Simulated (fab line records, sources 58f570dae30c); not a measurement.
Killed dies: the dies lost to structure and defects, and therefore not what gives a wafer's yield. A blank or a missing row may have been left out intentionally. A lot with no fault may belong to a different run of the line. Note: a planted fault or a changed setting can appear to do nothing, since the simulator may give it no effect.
fab line records | flow berkeleyCmos170 | part 2 of 2: steps 29 to 40 of 40
[record] lots = 5 wafers = 15 lastDay = 13
route steps=331 shown PFIELD@84 FIELD@89 SACOX@97 SCREENOX@100 NVT@104 PVT@115
lots with no fault: from the same line, run without faults
startH: hours from the record's first day to the start of the lot's first wafer shown | waitH: time in hours since the lot's previous step | " same as the row above | L1.1+2: a row that stands for several wafers | - no value present, or no start provided | * or withheld: withheld | < > ~ a bound
route shown NAME@n: names a module that has steps shown in the file, with the first one's number in the route | usual: mean and standard deviation over wafers with no fault | same: alike in all rows | chamber/n: place in a boat | sites: each site's reading | _std_site: how widely they spread, as a standard deviation | _edge_site: inner sites' mean taken away from outer sites' mean | radiusMm: how far each site lies from the wafer's centre | mask NAME#n: copy n | behind: tool/chamber where the wafer was last shaped | hold: reason for holding the lot/hours on hold/outcome of the hold | device: the n, p or np transistor that did not switch | end of line: the route-end tests of the same wafers | a step given without rows: its recipe and nothing more | killed: the dies lost at the first sort to structure and to defects; this is not the yield of the wafer | map: a wafer's dies, x killed, . not, _ none there
set.NAME: the setting the step ran with; set.NAME@STEP: the setting that earlier step ran with | model.NAME: the simulator's own value behind a step, which no gauge read
lots seen at some steps along the route; tables by step, rows by wafer
services: when a tool's chamber went out of use (startH, in hours from the record's first day, below 0 if earlier), for how many hours, and the reason
[[steps]]
[step UCB170_NVT_STRIP_08]
[recipe] chemistry = O2 powerW = 400 pressureMtorr = 3500 platenTempC = withheld o2FlowSccm = 400 overashFraction = 0.5
[usual] chamberPressureMTorr = 3500/3.2 drypumpMotorCurrentA = 5.9/0.59 oesProductAu = 0.735/0.0046 stripTimeToEndpointS = 21.62/0.065
// columns lot.wafer tool chamber startH waitH chamberPressureMTorr drypumpMotorCurrentA oesProductAu rfHoursCounterH stripTimeToEndpointS
L078.2 plasmaAsher-03 0 163.10 0.1 3496 6.7 0.727 43 21.62
L078.4 " 0 " " 3501 6.7 0.736 - 21.60
L078.6 " 1 " " 3500 5.4 0.727 - 21.63
L085.1 plasmaAsher-02 0 188.33 0.1 3500 4.9 0.737 41 21.68
L085.4 " 0 " " 3504 4.9 0.745 - 21.65
L085.5 " 1 " " 3497 5.7 0.733 - 21.72
L088.1 plasmaAsher-03 0 204.46 0.1 3502 6.7 0.732 47 21.61
L088.2 " 1 " " 3503 5.4 0.740 47 21.61
L088.5 " 0 " " 3504 6.7 0.731 - 21.58
L089.3 plasmaAsher-02 0 210.15 0.1 3497 4.9 0.731 - 21.67
L089.4 " 1 " " 3502 5.6 0.733 - 21.72
L089.5 " 1 " " 3501 5.6 0.734 - 21.74
L097.1 plasmaAsher-02 0 238.56 0.1 3499 4.9 0.740 46 21.67
L097.3 " 0 " " 3502 4.9 0.738 - 21.71
L097.4 " 1 " " 3495 5.6 0.733 - 21.70
[step UCB170_NVT_TW_MEAS_09]
[usual] NVT_TW = 523/6.2
// columns lot.wafer tool chamber startH waitH NVT_TW
L078.2 filmMetro-01 - 163.24 0.1 522
L078.4 " - " " 520
L078.6 " - " " 521
L085.1 filmMetro-04 - 188.43 0.1 532
L085.4 " - " " 534
L085.5 " - " " 532
L088.1 filmMetro-03 - 204.56 0.1 518
L088.2 " - " " 516
L088.5 " - " " 519
L089.3 filmMetro-01 - 210.23 0.1 519
L089.4 " - " " 519
L089.5 " - " " 517
L097.1 filmMetro-04 - 238.66 0.1 531
L097.3 " - " " 527
L097.4 " - " " 529
[step UCB170_NVT_CLEAN_10]
[recipe] chemistry = SPM tempC = 120 timeS = 600
// columns lot.wafer tool chamber startH waitH
L078.2+4+6 wetBench-01 1 163.29 0.0
L085.1+4+5 wetBench-03 1 189.32 0.9
L088.1+2+5 wetBench-02 0 205.20 0.6
L089.3+4+5 wetBench-03 3 210.27 0.0
L097.1+3+4 wetBench-02 2 238.72 0.1
[step UCB170_PVT_HMDS_00]
[recipe] primeTimeS = 60 primeTempC = 100
// columns lot.wafer tool chamber startH waitH
L078.2+4+6 lithoTrack-02 0 163.88 0.4
L085.1+4+5 lithoTrack-04 0 189.64 0.1
L088.1+2+5 lithoTrack-04 0 206.20 0.8
L089.3+4+5 lithoTrack-02 0 211.69 1.2
L097.1+3+4 lithoTrack-04 0 239.72 0.8
[step UCB170_PVT_COAT_01]
[recipe] resist = KrF spinRpm = 1500 resistThkNm = 900
// columns lot.wafer tool chamber startH waitH
L078.2+4+6 lithoTrack-02 0 164.03 0.1
L085.1+4+5 lithoTrack-04 0 189.79 0.1
L088.1+2+5 lithoTrack-04 0 206.35 0.1
L089.3+4+5 lithoTrack-02 0 211.84 0.1
L097.1+3+4 lithoTrack-04 0 239.87 0.1
[step UCB170_PVT_SOFTBAKE_02]
[recipe] resist = KrF tempC = 130 timeS = 60
[usual] heaterPowerTotalW = 56.80/0.044
// columns lot.wafer tool chamber startH waitH heaterPowerTotalW
L078.2 lithoTrack-02 0 164.18 0.1 56.79
L078.4 " 0 " " 56.81
L078.6 " 0 " " 56.80
L085.1 lithoTrack-04 0 189.94 0.1 56.73
L085.4 " 0 " " 56.81
L085.5 " 0 " " 56.70
L088.1 lithoTrack-04 0 206.50 0.1 56.81
L088.2 " 0 " " 56.78
L088.5 " 0 " " 56.72
L089.3 lithoTrack-02 0 211.99 0.1 56.74
L089.4 " 0 " " 56.76
L089.5 " 0 " " 56.77
L097.1 lithoTrack-04 0 240.02 0.1 56.82
L097.3 " 0 " " 56.81
L097.4 " 0 " " 56.89
[step UCB170_PVT_EXPOSE_03]
[recipe] maskId = NWELL targetCdNm = 3000 na = 0.5 sigmaOuter = 0.6 sourceShape = conventional doseMj = 30
// columns lot.wafer tool chamber startH waitH mask
L078.2+4+6 krfScanner-02 0 164.55 0.3 NWELL#0
L085.1+4+5 krfScanner-01 0 190.33 0.4 NWELL#0
L088.1+2+5 krfScanner-01 0 - - NWELL#0
L089.3+4+5 krfScanner-02 0 212.13 0.1 NWELL#0
L097.1+3+4 krfScanner-02 0 240.36 0.3 NWELL#0
[step UCB170_PVT_PEB_04]
[recipe] pebTempC = 130 pebTimeS = withheld resist = KrF
[usual] heaterPowerTotalW = 56.80/0.042
// columns lot.wafer tool chamber startH waitH heaterPowerTotalW
L078.2 lithoTrack-04 0 165.60 1.0 56.79
L078.4 " 0 " " 56.80
L078.6 " 0 " " 56.81
L085.1 lithoTrack-04 0 190.81 0.5 56.80
L085.4 " 0 " " 56.84
L085.5 " 0 " " 56.77
L088.1 lithoTrack-03 0 - - 56.73
L088.2 " 0 " " 56.83
L088.5 " 0 " " 56.85
L089.3 lithoTrack-04 0 213.05 0.9 56.81
L089.4 " 0 " " 56.88
L089.5 " 0 " " 56.85
L097.1 lithoTrack-02 0 241.04 0.7 56.85
L097.3 " 0 " " 56.78
L097.4 " 0 " " 56.85
[step UCB170_PVT_DEVELOP_05]
[recipe] developer = TMAH developTimeS = 45 resist = KrF devTempC = 21
[usual] developerTempC = 21.03/0.11
// columns lot.wafer tool chamber startH waitH developerTempC
L078.2 lithoTrack-04 0 - - 21.10
L078.4 " 0 " " 20.96
L078.6 " 0 " " 20.97
L085.1 lithoTrack-04 0 - - 21.09
L085.4 " 0 " " 20.96
L085.5 " 0 " " 21.00
L088.1 lithoTrack-03 0 - - 21.11
L088.2 " 0 " " 20.94
L088.5 " 0 " " 20.98
L089.3 lithoTrack-04 0 - - 21.18
L089.4 " 0 " " 21.10
L089.5 " 0 " " 21.11
L097.1 lithoTrack-02 0 - - 21.19
L097.3 " 0 " " 21.08
L097.4 " 0 " " 21.05
[step UCB170_PVT_OVL_MEAS_06]
[usual] PVT_OVL = 0/5.1
// columns lot.wafer tool chamber startH waitH PVT_OVL[nm]
L078.2 overlay-02 - 165.86 - 3
L078.4 " - " " 6
L078.6 " - " " 3
L085.1 overlay-01 - 191.09 - -1
L085.4 " - " " 0
L085.5 " - " " 0
L088.1 overlay-01 - 208.65 - -1
L088.2 " - " " 4
L088.5 " - " " 0
L089.3 overlay-02 - 213.28 - 8
L089.4 " - " " 2
L089.5 " - " " 7
L097.1 overlay-02 - 241.32 - 2
L097.3 " - " " 10
L097.4 " - " " -2
[step UCB170_PVT_IMPLANT_07]
[recipe] species = P doseCm2 = 2e+12 energyKev = 30 tiltDeg = 7
[usual] endStationPressureTorr = 5e-06/2.8e-07
// columns lot.wafer tool chamber startH waitH endStationPressureTorr
L078.2 implanter-01 0 165.91 0.0 5.02e-06
L078.4 " 0 " " 4.54e-06
L078.6 " 0 " " 5.22e-06
L085.1 implanter-04 0 191.12 0.0 5.4e-06
L085.4 " 0 " " 5.21e-06
L085.5 " 0 " " 4.89e-06
L088.1 implanter-04 0 208.69 0.0 4.85e-06
L088.2 " 0 " " 5.24e-06
L088.5 " 0 " " 5.24e-06
L089.3 implanter-01 0 213.36 0.1 4.84e-06
L089.4 " 0 " " 5.24e-06
L089.5 " 0 " " 5.52e-06
L097.1 implanter-04 0 241.35 0.0 5.31e-06
L097.3 " 0 " " 4.76e-06
L097.4 " 0 " " 4.89e-06
[step UCB170_PVT_STRIP_08]
[recipe] chemistry = O2 powerW = 400 pressureMtorr = 3500 platenTempC = withheld o2FlowSccm = 400 overashFraction = 0.5
[usual] chamberPressureMTorr = 3500/3.1 drypumpMotorCurrentA = 5.6/0.56 oesProductAu = 0.735/0.0046 stripTimeToEndpointS = 21.61/0.072
// columns lot.wafer tool chamber startH waitH chamberPressureMTorr drypumpMotorCurrentA oesProductAu rfHoursCounterH stripTimeToEndpointS
L078.2 plasmaAsher-03 1 166.04 0.1 3504 5.4 0.738 43 21.56
L078.4 " 0 " " 3503 6.7 0.740 - 21.58
L078.6 " 1 " " 3497 5.4 0.742 - 21.57
L085.1 plasmaAsher-04 1 191.27 0.1 3503 5.7 0.735 7 21.56
L085.4 " 1 " " 3497 5.7 0.737 - 21.60
L085.5 " 0 " " 3500 5.2 0.735 - 21.61
L088.1 plasmaAsher-03 1 208.84 0.1 3502 5.4 0.737 48 21.60
L088.2 " 0 " " 3499 6.7 0.733 48 21.59
L088.5 " 1 " " 3500 5.4 0.735 - 21.58
L089.3 plasmaAsher-02 0 213.49 0.1 3498 4.9 0.731 - 21.49
L089.4 " 1 " " 3503 5.7 0.737 - 21.52
L089.5 " 0 " " 3497 4.9 0.732 - 21.56
L097.1 plasmaAsher-03 1 241.50 0.1 3503 5.5 0.729 53 21.68
L097.3 " 1 " " 3501 5.4 0.737 - 21.60
L097.4 " 0 " " 3498 6.6 0.732 - 21.67
[[services]]
// columns tool chamber startH hours kind
implanter-03 - 108.39 32.7 pm
plasmaAsher-04 - 108.75 9.0 pm
plasmaAsher-04 0 108.75 9.0 ventCycle
plasmaAsher-04 1 108.75 9.0 ventCycle
krfScanner-01 - 108.78 0.8 pm
krfScanner-01 - 115.30 3.6 pm
plasmaAsher-04 0 117.75 - clean
furnace-04 - 117.95 11.3 pm
krfScanner-02 - 149.62 4.4 pm
krfScanner-02 - 168.60 3.6 pm
krfScanner-02 - 173.15 1.3 pm
plasmaAsher-02 - 174.57 2.8 pm
furnace-01 - 180.86 3.7 pm
plasmaAsher-03 - 189.58 5.7 repair
implanter-04 - 201.93 5.1 pm
implanter-02 - 210.74 4.5 pm
krfScanner-01 - 212.89 1.0 pm
furnace-04 - 216.04 3.3 pm
plasmaAsher-02 - 219.86 14.0 repair
implanter-01 - 219.92 5.9 repair
implanter-01 - 226.91 4.3 pm
krfScanner-01 - 229.60 0.3 repair
krfScanner-02 - 234.46 0.8 pm
krfScanner-01 - 235.21 1.3 pm
